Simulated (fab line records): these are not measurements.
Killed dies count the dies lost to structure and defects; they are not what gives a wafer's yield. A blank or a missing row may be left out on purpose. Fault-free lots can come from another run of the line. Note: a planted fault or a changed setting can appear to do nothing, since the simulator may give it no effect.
Which tool was responsible?    flow ritCmos    Sampling: 14 lots, 42 wafers, 4 of 202 route steps

## WHAT EACH GAUGE READ, for each wafer
RIT_FOX1_THK_MEAS_01. Usual: FOX1_OXIDE_THK 347 nm, standard deviation 6.9.
lot   measured     on            FOX1_OXIDE_THK (nm)  flag
L405  day 1 17:04  filmMetro-01  337 340 337          
L406  day 1 22:58  filmMetro-02  341 337 339          
L407  day 2 02:50  filmMetro-04  350 348 347          
L408  day 2 07:49  filmMetro-04  351 345 348          
L409  day 2 12:50  filmMetro-01  344 340 339          
L410  day 2 19:22  filmMetro-01  355 354 352          
L411  day 2 23:31  filmMetro-04  346 338 345          
L412  day 3 04:24  filmMetro-04  358 360 362          
L422  day 5 06:50  filmMetro-01  355 358 355          
L423  day 5 11:02  filmMetro-02  339 339 339          
L424  day 5 16:31  filmMetro-04  346 344 353          
L425  day 5 23:21  filmMetro-01  356 356 361          
L426  day 6 02:10  filmMetro-04  349 361 357          
L427  day 6 06:49  filmMetro-02  348 356 351          

RIT_FOX2_THK_MEAS_91. Usual: FIELD_OXIDE_LEFT_2_THK 252 nm, standard deviation 7.
lot   measured     on            FIELD_OXIDE_LEFT_2_THK (nm)  flag
L405  day 2 08:44  filmMetro-03  263 258 263                  
L406  day 2 13:49  filmMetro-02  240 239 234                  
L407  day 2 19:10  filmMetro-02  248 245 247                  
L408  day 2 23:50  filmMetro-02  252 254 255                  
L409  day 3 03:53  filmMetro-02  244 242 256                  
L410  day 3 10:11  filmMetro-04  250 251 252                  
L411  day 3 14:14  filmMetro-02  259 251 255                  
L412  day 3 19:37  filmMetro-03  260 260 254                  
L422  day 5 21:31  filmMetro-02  265 265 261                  
L423  day 6 01:52  filmMetro-02  249 253 246                  
L424  day 6 08:25  filmMetro-02  255 255 258                  
L425  day 6 14:13  filmMetro-04  258 257 253                  
L426  day 6 17:55  filmMetro-03  264 264 261                  
L427  day 6 21:36  filmMetro-03  249 252 246                  

RIT_GATE_THK_MEAS_09. Usual: GATE_POLY_THK 248.0 nm, standard deviation 2.2.
lot   measured     on            GATE_POLY_THK (nm)  flag
L405  day 2 11:47  filmMetro-04  247.6 246.4 249.1   
L406  day 2 16:52  filmMetro-03  248.8 248.7 245.9   
L407  day 2 22:23  filmMetro-04  250.5 251.9 251.6   
L408  day 3 02:53  filmMetro-04  179.6 177.2 180.5   OFF
L409  day 3 07:03  filmMetro-02  249.1 248.2 247.9   
L410  day 3 13:29  filmMetro-03  248.0 244.8 244.4   
L411  day 3 17:19  filmMetro-03  178.5 177.5 178.4   OFF
L412  day 3 23:22  filmMetro-04  249.2 248.7 246.7   
L422  day 6 00:34  filmMetro-03  246.0 247.0 247.0   
L423  day 6 05:09  filmMetro-02  247.7 246.5 245.8   
L424  day 6 11:29  filmMetro-03  250.6 250.2 249.7   
L425  day 6 20:21  filmMetro-02  248.3 247.7 247.6   
L426  day 7 00:52  filmMetro-02  247.2 247.2 245.1   
L427  day 7 02:28  filmMetro-03  244.6 245.9 245.7   

## EACH LOT AND THE TOOL THAT RAN IT (in order: tool; ch and the chambers of the sampled wafers; start)
lot   RIT_GATE_CVD_08
L405  lpcvd-01 ch 1, day 2 10:09
L406  lpcvd-01 ch 1, day 2 15:14
L407  lpcvd-01 ch 0, day 2 20:45
L408  lpcvd-01 ch 1, day 3 01:17
L409  lpcvd-02 ch 1, day 3 05:26
L410  lpcvd-02 ch 1, day 3 11:53
L411  lpcvd-01 ch 0, day 3 15:41
L412  lpcvd-02 ch 1, day 3 21:44
L422  lpcvd-02 ch 0, day 5 22:58
L423  lpcvd-01 ch 0, day 6 03:32
L424  lpcvd-01 ch 1, day 6 09:51
L425  lpcvd-02 ch 1, day 6 17:54
L426  lpcvd-01 ch 1, day 6 23:14
L427  lpcvd-01 ch 0, day 7 00:51
- RIT_GATE_CVD_08: deposits poly-Si from SiH4, target thk 250 nm, time 2220 s.

## AS READ BY THE TOOLS THEMSELVES (means over the sampled wafers that have a number; for cases with no such wafer, the mark the record gives instead)
The record holds no such reading with a usual standard deviation.

## THE ANSWER, worked out from the rows above alone
Rule: take the mean of a lot's wafers that have a number; if it is more than 3 standard deviations from the usual mean, the lot is off. A lot without any number at a reading at which 4 lots or more have one is off too. The other lots that the step has rows for count as sound. First the gauges in route order, then the tools' own readings, where a lot's mean is used as printed above. The first step at which some lot is off is used, and at that step the reading that is off furthest; a lot without a number counts as furthest.
Off: L408, L411, seen at RIT_GATE_THK_MEAS_09 (GATE_POLY_THK).
A tool fits if, at a process step before that reading, it ran every lot that is off, and no sound lot after the first of them. Gauges at RIT_GATE_THK_MEAS_09: tried the same way as those tools. Of those tried, none fits.

## WHAT HAD BEEN PUT IN BY THE SIMULATOR
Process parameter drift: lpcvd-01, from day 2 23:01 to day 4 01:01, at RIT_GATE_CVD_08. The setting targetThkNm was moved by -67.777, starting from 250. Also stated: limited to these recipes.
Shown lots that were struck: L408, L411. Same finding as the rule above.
